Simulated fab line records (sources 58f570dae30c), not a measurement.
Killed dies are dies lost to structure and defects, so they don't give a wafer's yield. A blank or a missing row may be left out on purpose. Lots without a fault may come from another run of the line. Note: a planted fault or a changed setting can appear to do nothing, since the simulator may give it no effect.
Chamber matching || flow berkeleyCmos170 || UCB170_GATE_ETCH_15 on rieSi-01: 3 sister chambers
The step etches poly-Si in HBr/Cl2, stops on SiO2, time 56.3 s, target depth 278.2 nm. 6 wafers are shown with their chamber, then 6 later ones without.

WAFERS WITH THEIR CHAMBER
{"wafer": "L793.1", "chamber": 2, "throttleValvePct (%)": 26.23, "drypumpMotorCurrentA (A)": 5.40}
{"wafer": "L793.2", "chamber": 0, "throttleValvePct (%)": 26.96, "drypumpMotorCurrentA (A)": 6.05}
{"wafer": "L792.2", "chamber": 2, "throttleValvePct (%)": 26.22, "drypumpMotorCurrentA (A)": 5.42}
{"wafer": "L792.4", "chamber": 0, "throttleValvePct (%)": 26.96, "drypumpMotorCurrentA (A)": 6.06}
{"wafer": "L800.4", "chamber": 1, "throttleValvePct (%)": 26.54, "drypumpMotorCurrentA (A)": 5.83}
{"wafer": "L800.5", "chamber": 1, "throttleValvePct (%)": 26.56, "drypumpMotorCurrentA (A)": 5.84}

WAFERS WHOSE CHAMBER IS MISSING
{"wafer": "L800.6", "throttleValvePct (%)": 26.24, "drypumpMotorCurrentA (A)": 5.43}
{"wafer": "L796.2", "throttleValvePct (%)": 26.56, "drypumpMotorCurrentA (A)": 5.84}
{"wafer": "L796.4", "throttleValvePct (%)": 26.97, "drypumpMotorCurrentA (A)": 6.06}
{"wafer": "L796.5", "throttleValvePct (%)": 26.97, "drypumpMotorCurrentA (A)": 6.06}
{"wafer": "L799.1", "throttleValvePct (%)": 26.24, "drypumpMotorCurrentA (A)": 5.41}
{"wafer": "L799.3", "throttleValvePct (%)": 26.96, "drypumpMotorCurrentA (A)": 6.05}

THE CHAMBER EACH PASSED THROUGH
{"wafer": "L800.6", "from the rows above": 2, "in truth": 2}
{"wafer": "L796.2", "from the rows above": 1, "in truth": 1}
{"wafer": "L796.4", "from the rows above": 0, "in truth": 0}
{"wafer": "L796.5", "from the rows above": 0, "in truth": 0}
{"wafer": "L799.1", "from the rows above": 2, "in truth": 2}
{"wafer": "L799.3", "from the rows above": 0, "in truth": 0}
Correct placement for 6 of the 6. From these rows, 0 cannot be placed. Number placed wrongly: 0.
How it was worked out, from the rows above alone: a wafer's distance from a chamber is the root of the sum, over the readings, of the square of ((its reading less the chamber's mean) divided by the reading's scatter). If the next closest chamber is less than 2 further off than the closest, the wafer can't be placed; otherwise it belongs to the closest. A chamber's mean is the mean of its shown wafers. The scatter is the square root of a quotient: the sum, over the shown wafers, of each reading's squared deviation from its chamber's mean, divided by wafers minus chambers.
